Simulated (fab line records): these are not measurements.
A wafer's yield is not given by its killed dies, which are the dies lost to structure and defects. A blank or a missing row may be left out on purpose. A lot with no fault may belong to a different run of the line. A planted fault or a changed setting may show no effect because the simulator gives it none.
fab line records    flow rit-cmos
record lots=6  wafers=18  last-day=7
route steps=202 shown NLDD@110 PLDD@114 SPACER@125 NSD@131 PSD@142 M1@202
lots that met no fault: taken from a fault-free run of the same line
start-h: hours from the record's first day to the start of the lot's first wafer shown    wait-h: how many hours have passed since the lot's step before this one    " the same as in the row above    L1.1+2: a row that stands for several wafers    - no value, or no start was given    * or withheld: withheld    < > ~ a bound
route shown NAME@n: NAME is a module with steps in the file, n the number in the route of the first one    usual: mean/standard deviation taken from wafers without a fault    same: alike in all rows    chamber/n: place in a boat    sites: the reading at each site    _std_site: the standard deviation of these    _edge_site: inner sites' mean taken away from outer sites' mean    radius-mm: for every site, how far away it sits from the centre of the wafer    mask NAME#n: copy n    behind: the most recent tool/chamber to have shaped the wafer    hold: cause of the lot's hold/its duration in hours/its outcome    device: names the non-switching transistor (n, p or np)    end of line: at the end of the route, the tests of the same wafers    step lacking rows: just its recipe    killed: not the wafer's yield, but the dies lost to structure and defects at the first sort    map: the dies of a wafer, with x for killed, . for not killed, _ for no die there
set.NAME: the setting as run; set.NAME@STEP: as run at that earlier step    model.NAME: the simulator's own value behind a step, which no gauge read
a table for each step, a row for each wafer; lots at some steps of the route
services: when a tool's chamber went out of use (start-h, in hours from the record's first day, below 0 if earlier), for how many hours, and the reason
## steps
# step RIT_NLDD_HARDBAKE_07
# recipe resist=NOVOLAK  temp-c=140  time-s=60
# step RIT_NLDD_IMPLANT_08
# recipe species=P  energy-kev=20.13  dose-cm2=5e+14  tilt-deg=7
# step RIT_NLDD_STRIP_09
# recipe chemistry=O2  time-s=180  resist=NOVOLAK  platen-temp-c=withheld  power-w=500  pressure-mtorr=4000  o2-flow-sccm=4000
# usual drypump-motor-current-A=5.5/0.37
lot.wafer  tool             chamber  start-h  wait-h  drypump-motor-current-A  rf-hours-counter-h
L321.2     plasma-asher-04  1        58.57    0.1     5.6                      42
L321.3     "                1        "        "       5.5                      -
L321.5     "                0        "        "       5.8                      -
L323.3     plasma-asher-03  1        70.39    0.1     5.7                      -
L323.4     "                0        "        "       4.8                      -
L323.6     "                1        "        "       5.7                      -
L338.1     plasma-asher-04  1        141.24   0.1     5.5                      3
L338.4     "                0        "        "       5.8                      -
L338.6     "                1        "        "       5.5                      -
L339.2     plasma-asher-03  0        147.03   0.1     4.8                      52
L339.3     "                1        "        "       5.7                      -
L339.6     "                0        "        "       4.8                      -
L340.1     plasma-asher-04  1        151.85   0.1     5.5                      4
L340.4     "                1        "        "       5.5                      -
L340.5     "                1        "        "       5.5                      -
L341.1     plasma-asher-02  0        157.25   0.1     5.3                      53
L341.3     "                1        "        "       5.7                      -
L341.5     "                1        "        "       5.7                      -
# step RIT_NLDD_TW_MEAS_10
# usual NLDD_TW=2477/23
lot.wafer  tool           chamber  start-h  wait-h  NLDD_TW
L321.2     film-metro-01  -        58.76    0.1     2499
L321.3     "              -        "        "       2494
L321.5     "              -        "        "       2498
L323.3     film-metro-01  -        70.52    0.1     2504
L323.4     "              -        "        "       2502
L323.6     "              -        "        "       2479
L338.1     film-metro-02  -        141.42   0.1     2450
L338.4     "              -        "        "       2462
L338.6     "              -        "        "       2470
L339.2     film-metro-03  -        147.22   0.1     2452
L339.3     "              -        "        "       2448
L339.6     "              -        "        "       2459
L340.1     film-metro-02  -        152.03   0.1     2476
L340.4     "              -        "        "       2471
L340.5     "              -        "        "       2462
L341.1     film-metro-02  -        157.42   0.1     2474
L341.3     "              -        "        "       2447
L341.5     "              -        "        "       2473
# step RIT_PLDD_HMDS_00
# recipe prime-time-s=60  prime-temp-c=140
# step RIT_PLDD_COAT_01
# recipe resist=NOVOLAK  spin-rpm=3250  resist-thk-nm=1000
# step RIT_PLDD_SOFTBAKE_02
# recipe resist=NOVOLAK  temp-c=90  time-s=60
# step RIT_PLDD_EXPOSE_03
# recipe mask-id=M8  na=0.57  target-cd-nm=40900  dose-mj=250
# step RIT_PLDD_PEB_04
# recipe resist=NOVOLAK  temp-c=withheld  time-s=withheld
# step RIT_PLDD_DEVELOP_05
# recipe resist=NOVOLAK  develop-time-s=50  dev-temp-c=23
# step RIT_PLDD_OVL_MEAS_06
# usual PLDD_OVL=-0.4/1.4
lot.wafer  tool        chamber  start-h  wait-h  PLDD_OVL[nm]
L321.2     overlay-02  -        59.69    -       -1.5
L321.3     "           -        "        "       -2.7
L321.5     "           -        "        "       -3.1
L323.3     overlay-01  -        71.43    -       1.2
L323.4     "           -        "        "       0.4
L323.6     "           -        "        "       1.2
L338.1     overlay-02  -        142.33   -       1.8
L338.4     "           -        "        "       -2.0
L338.6     "           -        "        "       2.1
L339.2     overlay-02  -        148.25   -       -0.9
L339.3     "           -        "        "       -0.5
L339.6     "           -        "        "       0.3
L340.1     overlay-02  -        153.06   -       -0.5
L340.4     "           -        "        "       -0.5
L340.5     "           -        "        "       0.2
L341.1     overlay-01  -        158.46   -       0.2
L341.3     "           -        "        "       -0.7
L341.5     "           -        "        "       -1.0
# step RIT_PLDD_HARDBAKE_07
# recipe resist=NOVOLAK  temp-c=140  time-s=60
# step RIT_PLDD_IMPLANT_08
# recipe species=BF2  energy-kev=20  dose-cm2=9e+14  tilt-deg=7
# usual beam-energy-keV=20.000/0.0059
lot.wafer  tool          chamber  start-h  wait-h  beam-energy-keV  model.implant.drp-nm
L321.2     implanter-04  0        59.90    0.1     20.005           9.752
L321.3     "             0        "        "       20.003           9.752
L321.5     "             0        "        "       19.994           9.752
L323.3     implanter-01  0        71.65    0.1     20.002           9.752
L323.4     "             0        "        "       20.004           9.752
L323.6     "             0        "        "       20.006           9.752
L338.1     implanter-04  0        142.51   0.1     20.525           9.932
L338.4     "             0        "        "       20.522           9.932
L338.6     "             0        "        "       20.536           9.932
L339.2     implanter-04  0        148.45   0.1     20.530           9.932
L339.3     "             0        "        "       20.536           9.932
L339.6     "             0        "        "       20.534           9.932
L340.1     implanter-02  0        153.25   0.1     20.003           9.752
L340.4     "             0        "        "       19.996           9.752
L340.5     "             0        "        "       19.999           9.752
L341.1     implanter-02  0        158.64   0.1     19.996           9.752
L341.3     "             0        "        "       19.994           9.752
L341.5     "             0        "        "       20.001           9.752
# step RIT_PLDD_STRIP_09
# recipe chemistry=O2  time-s=180  resist=NOVOLAK  platen-temp-c=withheld  power-w=500  pressure-mtorr=4000  o2-flow-sccm=4000
# usual drypump-motor-current-A=5.4/0.46
lot.wafer  tool             chamber  start-h  wait-h  drypump-motor-current-A  rf-hours-counter-h
L321.2     plasma-asher-01  0        60.02    0.1     4.8                      27
L321.3     "                1        "        "       5.9                      -
L321.5     "                0        "        "       4.8                      -
L323.3     plasma-asher-04  1        71.81    0.1     5.5                      -
L323.4     "                0        "        "       5.8                      -
L323.6     "                1        "        "       5.5                      -
L338.1     plasma-asher-04  0        142.66   0.1     5.8                      3
L338.4     "                0        "        "       5.8                      -
L338.6     "                1        "        "       5.5                      -
L339.2     plasma-asher-03  0        148.58   0.1     4.8                      52
L339.3     "                1        "        "       5.7                      -
L339.6     "                1        "        "       5.7                      -
L340.1     plasma-asher-03  0        153.40   0.1     4.8                      53
L340.4     "                1        "        "       5.7                      -
L340.5     "                1        "        "       5.7                      -
L341.1     plasma-asher-03  1        158.79   0.1     5.7                      54
L341.3     "                1        "        "       5.7                      -
L341.5     "                1        "        "       5.7                      -
# step RIT_PLDD_TW_MEAS_10
# usual PLDD_TW=2335/22
lot.wafer  tool           chamber  start-h  wait-h  PLDD_TW
L321.2     film-metro-01  -        60.21    0.1     2358
L321.3     "              -        "        "       2346
L321.5     "              -        "        "       2346
L323.3     film-metro-01  -        71.95    0.1     2328
L323.4     "              -        "        "       2347
L323.6     "              -        "        "       2349
L338.1     film-metro-01  -        142.84   0.1     2355
L338.4     "              -        "        "       2368
L338.6     "              -        "        "       2366
L339.2     film-metro-02  -        148.76   0.1     2334
L339.3     "              -        "        "       2329
L339.6     "              -        "        "       2332
L340.1     film-metro-01  -        153.58   0.1     2355
L340.4     "              -        "        "       2357
L340.5     "              -        "        "       2368
L341.1     film-metro-02  -        158.97   0.1     2308
L341.3     "              -        "        "       2314
L341.5     "              -        "        "       2320
# step RIT_SPACER_CLEAN_00
# recipe chemistry=SC1  mix=3:3:50  time-s=574.3  temp-c=75
# step RIT_SPACER_CLEAN_01
# recipe chemistry=dHF  dilution=50:1  time-s=30
# step RIT_SPACER_CLEAN_02
# recipe chemistry=SC2  mix=3:3:50  time-s=600  temp-c=75  dry=n2-spin
# step RIT_SPACER_CVD_03
# recipe material=Si3N4  target-thk-nm=250  temp-c=810  precursor=SiH2Cl2/NH3  time-s=3300  pressure-mtorr=300  sih2cl2-flow-sccm=60  nh3-flow-sccm=150
# step RIT_SPACER_THK_MEAS_04
# recipe reads=Si3N4_of_SPACER_CVD_03
# usual SPACER_NITRIDE_THK=249.6/2.9
lot.wafer  tool           chamber  start-h  wait-h  SPACER_NITRIDE_THK[nm]
L321.2     film-metro-01  -        62.55    0.0     247.0
L321.3     "              -        "        "       249.1
L321.5     "              -        "        "       247.0
L323.3     film-metro-04  -        74.29    0.0     252.0
L323.4     "              -        "        "       251.2
L323.6     "              -        "        "       249.7
L338.1     film-metro-01  -        145.18   0.0     249.2
L338.4     "              -        "        "       249.8
L338.6     "              -        "        "       248.1
L339.2     film-metro-02  -        151.11   0.0     240.9
L339.3     "              -        "        "       242.5
L339.6     "              -        "        "       242.4
L340.1     film-metro-04  -        156.86   0.0     249.4
L340.4     "              -        "        "       247.5
L340.5     "              -        "        "       248.2
L341.1     film-metro-02  -        162.04   0.0     246.3
L341.3     "              -        "        "       247.3
L341.5     "              -        "        "       247.3
# step RIT_SPACER_ETCHBACK_05
# recipe target-depth-a=2500  SF6_flow_sccm=30  CHF3_flow_sccm=30  target=Si3N4  chemistry=SF6/CHF3  pressure-mtorr=40  rf-w=242  time-s=240  stop-on=SiO2
# usual drypump-motor-current-A=5.8/0.4  oes-product-au=0.842/0.015  throttle-valve-pct=10.24/0.13
lot.wafer  tool         chamber  start-h  wait-h  drypump-motor-current-A  oes-product-au  rf-hours-counter-h  throttle-valve-pct
L321.2     rie-diel-03  1        62.60    0.0     6.1                      0.815           160                 10.44
L321.3     "            0        "        "       6.2                      0.860           22                  10.28
L321.5     "            3        "        "       6.5                      0.818           -                   10.07
L323.3     rie-diel-04  3        74.33    0.0     5.8                      0.861           126                 10.14
L323.4     "            1        "        "       5.7                      0.860           157                 10.13
L323.6     "            2        "        "       5.4                      0.856           -                   10.25
L338.1     rie-diel-04  1        145.24   0.1     5.7                      0.852           0                   10.12
L338.4     "            0        "        "       6.1                      0.826           0                   10.13
L338.6     "            2        "        "       5.4                      0.847           -                   10.24
L339.2     rie-diel-04  0        151.16   0.0     6.1                      0.806           0                   10.12
L339.3     "            2        "        "       5.4                      0.827           97                  10.27
L339.6     "            2        "        "       5.4                      0.835           -                   10.24
L340.1     rie-diel-04  2        156.92   0.1     5.4                      0.853           97                  10.24
L340.4     "            1        "        "       5.7                      0.847           0                   10.11
L340.5     "            2        "        "       5.4                      0.842           -                   10.24
L341.1     rie-diel-01  3        162.10   0.1     5.7                      0.851           15                  10.08
L341.3     "            0        "        "       5.4                      0.854           85                  10.40
L341.5     "            3        "        "       5.7                      0.844           -                   10.09
# step RIT_NSD_HMDS_00
# recipe prime-time-s=60  prime-temp-c=140
# step RIT_NSD_COAT_01
# recipe resist=NOVOLAK  spin-rpm=3250  resist-thk-nm=1000
# step RIT_NSD_SOFTBAKE_02
# recipe resist=NOVOLAK  temp-c=90  time-s=60
# step RIT_NSD_EXPOSE_03
# recipe mask-id=M9  na=0.57  target-cd-nm=40700  dose-mj=250
# step RIT_NSD_PEB_04
# recipe resist=NOVOLAK  temp-c=withheld  time-s=withheld
# step RIT_NSD_DEVELOP_05
# recipe resist=NOVOLAK  develop-time-s=50  dev-temp-c=23
# step RIT_NSD_OVL_MEAS_06
# usual NSD_OVL=0.1/1.3
lot.wafer  tool        chamber  start-h  wait-h  NSD_OVL[nm]
L321.2     overlay-02  -        63.77    -       0.0
L321.3     "           -        "        "       0.3
L321.5     "           -        "        "       1.6
L323.3     overlay-02  -        75.47    -       0.5
L323.4     "           -        "        "       -1.2
L323.6     "           -        "        "       -0.9
L338.1     overlay-02  -        146.24   -       -1.1
L338.4     "           -        "        "       -1.7
L338.6     "           -        "        "       -0.1
L339.2     overlay-01  -        152.39   -       0.3
L339.3     "           -        "        "       1.3
L339.6     "           -        "        "       -2.1
L340.1     overlay-02  -        158.05   -       0.5
L340.4     "           -        "        "       0.0
L340.5     "           -        "        "       0.1
L341.1     overlay-01  -        163.10   -       1.5
L341.3     "           -        "        "       0.6
L341.5     "           -        "        "       1.2
# step RIT_NSD_HARDBAKE_07
# recipe resist=NOVOLAK  temp-c=140  time-s=60
# step RIT_NSD_IMPLANT_08
# recipe species=P  energy-kev=25  dose-cm2=1e+15  tilt-deg=7
# step RIT_NSD_STRIP_09
# recipe chemistry=O2  time-s=180  resist=NOVOLAK  platen-temp-c=withheld  power-w=500  pressure-mtorr=4000  o2-flow-sccm=4000
# usual drypump-motor-current-A=5.5/0.4
lot.wafer  tool             chamber  start-h  wait-h  drypump-motor-current-A  rf-hours-counter-h
L321.2     plasma-asher-01  1        64.10    0.1     5.9                      27
L321.3     "                1        "        "       5.9                      -
L321.5     "                1        "        "       5.9                      -
L323.3     plasma-asher-02  0        75.85    0.1     5.3                      -
L323.4     "                1        "        "       5.8                      -
L323.6     "                0        "        "       5.3                      -
L338.1     plasma-asher-01  1        146.58   0.1     5.8                      35
L338.4     "                1        "        "       5.9                      -
L338.6     "                0        "        "       4.8                      -
L339.2     plasma-asher-04  1        152.72   0.1     5.6                      4
L339.3     "                1        "        "       5.5                      -
L339.6     "                0        "        "       5.8                      -
L340.1     plasma-asher-01  1        158.38   0.1     5.9                      36
L340.4     "                1        "        "       5.9                      -
L340.5     "                1        "        "       5.9                      -
L341.1     plasma-asher-01  0        163.43   0.1     4.8                      36
L341.3     "                1        "        "       5.9                      -
L341.5     "                0        "        "       4.8                      -
# step RIT_NSD_TW_MEAS_10
# usual NSD_TW=3102/30
lot.wafer  tool           chamber  start-h  wait-h  NSD_TW
L321.2     film-metro-01  -        64.29    0.1     3117
L321.3     "              -        "        "       3117
L321.5     "              -        "        "       3133
L323.3     film-metro-01  -        75.98    0.1     3149
L323.4     "              -        "        "       3123
L323.6     "              -        "        "       3143
L338.1     film-metro-02  -        146.75   0.1     3083
L338.4     "              -        "        "       3089
L338.6     "              -        "        "       3063
L339.2     film-metro-02  -        152.90   0.1     3089
L339.3     "              -        "        "       3082
L339.6     "              -        "        "       3079
L340.1     film-metro-03  -        158.56   0.1     3073
L340.4     "              -        "        "       3082
L340.5     "              -        "        "       3076
L341.1     film-metro-03  -        163.61   0.1     3059
L341.3     "              -        "        "       3052
L341.5     "              -        "        "       3045
# step RIT_PSD_HMDS_00
# recipe prime-time-s=60  prime-temp-c=140
# step RIT_PSD_COAT_01
# recipe resist=NOVOLAK  spin-rpm=3250  resist-thk-nm=1000
# step RIT_PSD_SOFTBAKE_02
# recipe resist=NOVOLAK  temp-c=90  time-s=60
# step RIT_PSD_EXPOSE_03
# recipe mask-id=M10  na=0.57  target-cd-nm=40900  dose-mj=250
# step RIT_PSD_PEB_04
# recipe resist=NOVOLAK  temp-c=withheld  time-s=withheld
# step RIT_PSD_DEVELOP_05
# recipe resist=NOVOLAK  develop-time-s=50  dev-temp-c=23
# step RIT_PSD_OVL_MEAS_06
# usual PSD_OVL=-0.2/1.4
lot.wafer  tool        chamber  start-h  wait-h  PSD_OVL[nm]
L321.2     overlay-02  -        65.19    -       -0.8
L321.3     "           -        "        "       0.0
L321.5     "           -        "        "       -0.4
L323.3     overlay-02  -        77.01    -       -0.6
L323.4     "           -        "        "       1.0
L323.6     "           -        "        "       0.2
L338.1     overlay-01  -        147.79   -       3.1
L338.4     "           -        "        "       2.0
L338.6     "           -        "        "       0.5
L339.2     overlay-02  -        153.81   -       0.5
L339.3     "           -        "        "       0.0
L339.6     "           -        "        "       -1.0
L340.1     overlay-01  -        159.47   -       1.4
L340.4     "           -        "        "       -0.4
L340.5     "           -        "        "       1.2
L341.1     overlay-02  -        164.71   -       -1.7
L341.3     "           -        "        "       -1.9
L341.5     "           -        "        "       -1.7
# step RIT_PSD_HARDBAKE_07
# recipe resist=NOVOLAK  temp-c=140  time-s=60
# step RIT_PSD_IMPLANT_08
# recipe species=BF2  energy-kev=27  dose-cm2=5e+15  tilt-deg=7
# step RIT_PSD_STRIP_09
# recipe chemistry=O2  time-s=180  resist=NOVOLAK  platen-temp-c=withheld  power-w=500  pressure-mtorr=4000  o2-flow-sccm=4000
# usual drypump-motor-current-A=5.4/0.44
lot.wafer  tool             chamber  start-h  wait-h  drypump-motor-current-A  rf-hours-counter-h
L321.2     plasma-asher-03  1        65.52    0.1     5.7                      43
L321.3     "                1        "        "       5.7                      -
L321.5     "                1        "        "       5.7                      -
L323.3     plasma-asher-03  0        77.39    0.1     4.8                      -
L323.4     "                1        "        "       5.7                      -
L323.6     "                1        "        "       5.7                      -
L338.1     plasma-asher-01  0        148.12   0.1     4.8                      35
L338.4     "                0        "        "       4.8                      -
L338.6     "                0        "        "       4.8                      -
L339.2     plasma-asher-01  0        154.14   0.1     4.8                      36
L339.3     "                1        "        "       5.8                      -
L339.6     "                1        "        "       5.9                      -
L340.1     plasma-asher-02  0        159.81   0.1     5.3                      53
L340.4     "                1        "        "       5.7                      -
L340.5     "                1        "        "       5.7                      -
L341.1     plasma-asher-02  1        165.05   0.1     5.7                      54
L341.3     "                1        "        "       5.7                      -
L341.5     "                0        "        "       5.3                      -
# step RIT_SDANNEAL_RS_MEAS_06
# recipe thk-meas-gauge=four-point-probe
# usual PLDD_RS=178.8/0.45
lot.wafer  tool           chamber  start-h  wait-h  hold                      PLDD_RS[ohm/sq]
L321.2     film-metro-01  -        66.46    0.1     -                         179.3
L321.3     "              -        "        "       -                         179.1
L321.5     "              -        "        "       -                         178.8
L323.3     film-metro-03  -        78.28    0.1     -                         178.6
L323.4     "              -        "        "       -                         178.7
L323.6     "              -        "        "       -                         178.3
L338.1     film-metro-03  -        149.03   0.1     await-dispo/0.2h/release  176.6
L338.4     "              -        "        "       await-dispo/0.2h/release  177.0
L338.6     "              -        "        "       await-dispo/0.2h/release  176.2
L338.1     film-metro-03  -        149.31   0.3     -                         176.5
L338.4     "              -        "        "       -                         176.6
L338.6     "              -        "        "       -                         176.8
L339.2     film-metro-03  -        155.08   0.1     await-dispo/0.2h/release  177.2
L339.3     "              -        "        "       await-dispo/0.2h/release  177.6
L339.6     "              -        "        "       await-dispo/0.2h/release  177.0
L339.2     film-metro-03  -        155.36   0.3     -                         177.2
L339.3     "              -        "        "       -                         176.9
L339.6     "              -        "        "       -                         177.5
L340.1     film-metro-02  -        160.72   0.1     -                         178.9
L340.4     "              -        "        "       -                         178.9
L340.5     "              -        "        "       -                         179.3
L341.1     film-metro-02  -        165.98   0.1     -                         177.7
L341.3     "              -        "        "       -                         178.7
L341.5     "              -        "        "       -                         178.4
# step RIT_SDANNEAL_RS_MEAS_07
# recipe thk-meas-gauge=four-point-probe
# usual NLDD_RS=151.5/0.51
lot.wafer  tool           chamber  start-h  wait-h  hold                      NLDD_RS[ohm/sq]
L321.2     film-metro-01  -        66.58    0.1     -                         151.4
L321.3     "              -        "        "       -                         152.0
L321.5     "              -        "        "       -                         151.5
L323.3     film-metro-03  -        78.40    0.1     -                         150.8
L323.4     "              -        "        "       -                         150.5
L323.6     "              -        "        "       -                         150.5
L338.1     film-metro-03  -        151.50   2.2     await-dispo/2.1h/release  152.1
L338.4     "              -        "        "       await-dispo/2.1h/release  151.7
L338.6     "              -        "        "       await-dispo/2.1h/release  152.1
L339.2     film-metro-03  -        157.27   1.9     await-dispo/1.8h/release  151.6
L339.3     "              -        "        "       await-dispo/1.8h/release  150.9
L339.6     "              -        "        "       await-dispo/1.8h/release  151.7
L340.1     film-metro-02  -        160.84   0.1     -                         150.5
L340.4     "              -        "        "       -                         150.6
L340.5     "              -        "        "       -                         151.4
L341.1     film-metro-02  -        166.10   0.1     -                         151.1
L341.3     "              -        "        "       -                         151.1
L341.5     "              -        "        "       -                         151.5
# step RIT_M1_PROBE_99
# usual killed-at-contacts=0.1/0.31  killed-at-front-end=7/3.2  killed-dies=7/3.2  killed-open=3.6/2.1  killed-short=3.5/2.1
# same gross-dies=264  killed_at_M0_to_M3=0  killed_at_M4_up=0  killed-at-back-side=0  killed-at-other=0
lot.wafer  tool       chamber  start-h  wait-h  killed-at-contacts  killed-at-front-end  killed-dies  killed-open  killed-short
L321.2     prober-02  -        73.72    0.1     0                   9                    9            5            4
L321.3     prober-02  -        73.77    0.2     2                   7                    9            4            4
L321.5     prober-02  -        73.87    0.2     0                   5                    5            2            3
L323.3     prober-01  -        85.84    0.2     1                   15                   16           8            8
L323.4     prober-01  -        85.89    0.2     0                   8                    8            4            4
L323.6     prober-01  -        85.99    0.2     0                   4                    4            1            3
L338.1     prober-02  -        159.47   0.1     0                   5                    5            1            4
L338.4     prober-02  -        159.62   0.2     0                   2                    2            1            1
L338.6     prober-02  -        159.72   0.2     0                   7                    7            2            4
L339.2     prober-01  -        165.22   0.1     0                   7                    7            2            5
L339.3     prober-01  -        165.27   0.2     0                   8                    8            4            4
L339.6     prober-01  -        165.42   0.2     0                   7                    7            4            3
L340.1     prober-02  -        167.87   0.1     0                   2                    2            0            2
L340.4     prober-02  -        168.02   0.2     0                   8                    8            3            5
L340.5     prober-02  -        168.07   0.2     0                   13                   13           5            8
L341.1     prober-01  -        173.00   0.1     0                   11                   11           5            6
L341.3     prober-01  -        173.10   0.2     0                   5                    5            3            2
L341.5     prober-01  -        173.20   0.2     0                   7                    7            5            1
# killed by level:class
L321.2 GATE:geometric-particle:open=3 FOX2:geometric-particle:short=2 FOX1:geometric-particle:open=1 GATE:geometric-particle:short=1 REOX:geometric-particle:open=1 REOX:geometric-particle:short=1
L321.3 GATE:geometric-particle:short=2 FOX2:geometric-particle:open=1 GATE:geometric-particle:open=1 SPACER:geometric-particle:short=1 SILICIDE:geometric-particle:open=1 CONTACT:geometric-particle:open=1 CONTACT:geometric-particle:short=1 PLDD:coat-microbubble-printed=1
L321.5 FOX2:geometric-particle:short=2 FOX1:geometric-particle:short=1 FOX1:geometric-particle:open=1 GATE:geometric-particle:open=1
L323.3 GATE:geometric-particle:open=4 GATE:geometric-particle:short=4 FOX1:geometric-particle:open=2 FOX1:geometric-particle:short=1 REOX:geometric-particle:open=1 REOX:geometric-particle:short=1 SPACER:geometric-particle:open=1 SILICIDE:geometric-particle:short=1
L323.4 FOX2:geometric-particle:open=2 SILICIDE:geometric-particle:short=2 FOX1:geometric-particle:open=1 GATE:geometric-particle:short=1 REOX:geometric-particle:short=1 SPACER:geometric-particle:open=1
L323.6 FOX2:geometric-particle:short=3 FOX2:geometric-particle:open=1
L338.1 GATE:geometric-particle:short=2 REOX:geometric-particle:short=2 GATE:geometric-particle:open=1
L338.4 FOX1:geometric-particle:short=1 SILICIDE:geometric-particle:open=1
L338.6 GATE:geometric-particle:short=2 GATE:geometric-particle:open=1 REOX:geometric-particle:short=1 SPACER:geometric-particle:open=1 SILICIDE:geometric-particle:short=1 GATE:coat-microbubble-printed=1
L339.2 FOX1:geometric-particle:short=3 GATE:geometric-particle:short=1 GATE:geometric-particle:open=1 SILICIDE:geometric-particle:open=1 SILICIDE:geometric-particle:short=1
L339.3 GATE:geometric-particle:open=4 SILICIDE:geometric-particle:short=2 GATE:geometric-particle:short=1 SPACER:geometric-particle:short=1
L339.6 GATE:geometric-particle:short=2 FOX1:geometric-particle:open=1 GATE:geometric-particle:open=1 REOX:geometric-particle:open=1 SPACER:geometric-particle:short=1 SILICIDE:geometric-particle:open=1
L340.1 GATE:geometric-particle:short=2
L340.4 GATE:geometric-particle:short=4 GATE:geometric-particle:open=3 SPACER:geometric-particle:short=1
L340.5 REOX:geometric-particle:short=4 FOX1:geometric-particle:open=3 FOX1:geometric-particle:short=2 GATE:geometric-particle:open=1 SPACER:geometric-particle:short=1 SPACER:geometric-particle:open=1 SILICIDE:geometric-particle:short=1
L341.1 GATE:geometric-particle:short=4 FOX1:geometric-particle:open=1 GATE:geometric-particle:open=1 REOX:geometric-particle:open=1 REOX:geometric-particle:short=1 SPACER:geometric-particle:open=1 SPACER:geometric-particle:short=1 SILICIDE:geometric-particle:open=1
L341.3 GATE:geometric-particle:open=2 REOX:geometric-particle:open=1 REOX:geometric-particle:short=1 SPACER:geometric-particle:short=1
L341.5 GATE:geometric-particle:open=3 FOX1:geometric-particle:open=1 REOX:geometric-particle:open=1 SILICIDE:geometric-particle:short=1 PSD:coat-microbubble-printed=1
## services
tool             chamber  start-h  hours  kind
implanter-04     -        37.59    0.6    repair
plasma-asher-04  -        54.47    2.2    repair
rie-diel-03      0        64.49    8.8    repair
plasma-asher-01  -        70.32    15.6   pm
rie-diel-03      1        70.39    5.8    repair
rie-diel-03      3        98.50    4.9    repair
rie-diel-01      -        103.56   0.9    repair
rie-diel-04      1        105.26   -      clean
rie-diel-04      1        105.26   22.6   scheduled-down
rie-diel-04      1        105.26   22.6   vent-cycle
plasma-asher-04  -        108.75   9.0    pm
plasma-asher-04  0        108.75   9.0    vent-cycle
plasma-asher-04  1        108.75   9.0    vent-cycle
rie-diel-04      3        112.37   7.4    repair
plasma-asher-04  0        117.75   -      clean
plasma-asher-04  1        117.75   -      clean
implanter-04     -        118.21   3.3    pm
plasma-asher-02  -        122.05   2.1    repair
implanter-04     -        123.72   1.7    repair
rie-diel-04      0        127.86   -      clean
rie-diel-04      0        127.86   17.1   scheduled-down
rie-diel-04      0        127.86   17.1   vent-cycle
rie-diel-04      -        159.14   2.8    pm
implanter-02     -        162.48   2.0    pm
## key
first-sign step=RIT_PLDD_IMPLANT_08  reading=beam-energy-keV  direction=up  sigmas=89  usual=20.000  struck=20.531
effect step=RIT_SDANNEAL_RS_MEAS_06  reading=PLDD_RS  direction=down  sigmas=4.2  usual=178.8  struck=176.9
model-effect step=RIT_PLDD_IMPLANT_08  value=implant.drp-nm  without=9.752  struck=9.932
met-at RIT_PLDD_IMPLANT_08
struck-wafers L338.1,L338.4,L338.6,L339.2,L339.3,L339.6
tester-left-out L338,L339
onset-between 59.90 142.51
fault kind=process-parameter-drift  tool=implanter-04  chamber=-  onset-h=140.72  steps=RIT_PLDD_IMPLANT_08  channel=energy-kev  offset=0.52728  shape=step  end-h=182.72  acts-in=these-recipes-only  stated=20
# tester-left-out: of these lots the tester's yield and bins aren't shown, on N5 and GAA mostly nor the transistor test; their killed dies are dies lost to structure and defects alone, not to doping, threshold or leakage, so they don't give the yield
